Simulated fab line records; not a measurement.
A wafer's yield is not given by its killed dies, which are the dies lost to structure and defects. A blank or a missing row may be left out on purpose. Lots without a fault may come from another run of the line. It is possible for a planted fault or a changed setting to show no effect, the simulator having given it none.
Matching of chambers || flow berkeley cmos170 || pecvd-02 running UCB170_V2_CVD_00: 3 sister chambers
The step deposits SiO2 from TEOS/O2, target thk 2000 nm, time 250 s. 3 wafers are shown with their chamber, then 7 later ones without.

WAFERS WITH THEIR CHAMBER
{"wafer": "L671.5", "chamber": 1, "heater power w (W)": 199}
{"wafer": "L675.2", "chamber": 0, "heater power w (W)": 169}
{"wafer": "L675.4", "chamber": 2, "heater power w (W)": 196}

WAFERS MISSING THEIR CHAMBER
{"wafer": "L675.6", "heater power w (W)": 122}
{"wafer": "L682.2", "heater power w (W)": 236}
{"wafer": "L682.4", "heater power w (W)": 284}
{"wafer": "L682.6", "heater power w (W)": 121}
{"wafer": "L686.1", "heater power w (W)": 152}
{"wafer": "L686.3", "heater power w (W)": 269}
{"wafer": "L686.6", "heater power w (W)": 197}

THE CHAMBER EACH PASSED THROUGH
{"wafer": "L675.6", "from the rows above": "can't be placed: 0 or 2 or 1", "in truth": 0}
{"wafer": "L682.2", "from the rows above": "can't be placed: 1 or 2 or 0", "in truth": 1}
{"wafer": "L682.4", "from the rows above": "can't be placed: 1 or 2 or 0", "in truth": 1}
{"wafer": "L682.6", "from the rows above": "can't be placed: 0 or 2 or 1", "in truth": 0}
{"wafer": "L686.1", "from the rows above": "can't be placed: 0 or 2 or 1", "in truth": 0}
{"wafer": "L686.3", "from the rows above": "can't be placed: 1 or 2 or 0", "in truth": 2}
{"wafer": "L686.6", "from the rows above": "can't be placed: 2 or 1 or 0", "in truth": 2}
0 of 7 placed correctly. Unplaceable from these rows: 7, with the true chamber sitting among the candidates in 7. Number placed wrongly: 0.
How it was worked out, from the rows above alone: a wafer's distance from a chamber is the root of the sum, over the readings, of the square of ((its reading less the chamber's mean) divided by the reading's scatter). The wafer belongs to the nearest chamber; if the next one is less than 2 further off, it can't be placed. The mean given for a chamber averages the wafers shown for that chamber. The scatter: root of mean squared gap, hidden wafer to nearest shown wafer, with one shown wafer a chamber.
